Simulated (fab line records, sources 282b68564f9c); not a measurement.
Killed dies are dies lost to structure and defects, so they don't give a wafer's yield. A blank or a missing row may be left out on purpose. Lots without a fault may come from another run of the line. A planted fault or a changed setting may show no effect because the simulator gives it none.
A struck lot beside a sound one | flow rit_cmos | 15 steps out of a route of 202
Sound: wafers L580.2, L580.3, L580.6. Struck: wafers L586.4, L586.5, L586.6. The cause comes at the end.
At each step with rows: each side's tool, then ch and its chambers, then its first start. Under that, the readings that differ: sound wafers | struck wafers | difference of the means | sigmas: that difference in standard deviations of wafers without a fault.
alike: readings whose means differ by less than 2 such deviations, and words and numbers that are the same on both sides. not compared: withheld readings, readings that some wafer has no value for, bounds like >300 that may hide the same value, and numbers for which the record gives no deviation and whose values overlap.
The two part at a step that has a row with sigmas, a row that says differs or no value, or rows on one side only. Numbers that don't overlap but have no deviation are shown without sigmas and don't part them. A reading that every wafer of one side lacks parts them only if that side has two wafers or more.

first, 4 steps without rows for these wafers: RIT_PSD_SOFTBAKE_02 (time 60 s); RIT_PSD_EXPOSE_03 (exposes mask M10, target cd 40900 nm); RIT_PSD_PEB_04; RIT_PSD_DEVELOP_05 (develop time 50 s).
RIT_PSD_OVL_MEAS_06:
  sound on overlay-02, day 5 17:02; struck on overlay-01, day 7 00:17
  reading      | sound          | struck      | difference | sigmas
  PSD_OVL (nm) | -1.6 -2.1 -1.2 | 1.3 0.6 0.7 | +2.5       | +2
then, 2 steps without rows for these wafers: RIT_PSD_HARDBAKE_07 (time 60 s); RIT_PSD_IMPLANT_08.
RIT_PSD_STRIP_09: strips in O2, time 180 s.
  sound on plasma_asher-02 ch 0,1, day 5 17:22; struck on plasma_asher-02 ch 0,1, day 7 00:40
  alike: drypump_motor_current_A, o2_flow_sccm
  not compared: rf_hours_counter_h
RIT_PSD_TW_MEAS_10:
  sound on film_metro-02, day 5 17:33; struck on film_metro-04, day 7 00:49
  reading | sound          | struck         | difference | sigmas
  PSD_TW  | 3385 3366 3393 | 3469 3488 3452 | +88        | +2
then, 3 steps without rows for these wafers: RIT_SDANNEAL_CLEAN_00 (cleans in SC1, time 600 s); RIT_SDANNEAL_CLEAN_01 (cleans in dHF, time 30 s); RIT_SDANNEAL_CLEAN_02 (cleans in SC2, time 600 s).
RIT_SDANNEAL_RTA_03: time 5 s.
  sound on rtp_anneal-01 ch 0, day 5 17:59; struck on rtp_anneal-01 ch 0, day 7 01:15
  alike: wafer_temp_C_max
RIT_SDANNEAL_RS_MEAS_04: measures by four-point-probe.
  sound on film_metro-04, day 5 18:03; struck on film_metro-04, day 7 01:42
  reading         | sound                | struck            | difference | sigmas
  PSD_RS (ohm/sq) | 115.78 115.67 115.45 | 72.45 72.12 72.14 | -43.40     | -99 or more
  not compared: hold
RIT_M1_PROBE_99:
  the record has rows for the sound wafers here (prober-01, day 6 01:25) and none for the struck ones

WHERE THEY PART
First at RIT_PSD_OVL_MEAS_06; last, within this record, at RIT_M1_PROBE_99.

WHY: what the simulator had put in
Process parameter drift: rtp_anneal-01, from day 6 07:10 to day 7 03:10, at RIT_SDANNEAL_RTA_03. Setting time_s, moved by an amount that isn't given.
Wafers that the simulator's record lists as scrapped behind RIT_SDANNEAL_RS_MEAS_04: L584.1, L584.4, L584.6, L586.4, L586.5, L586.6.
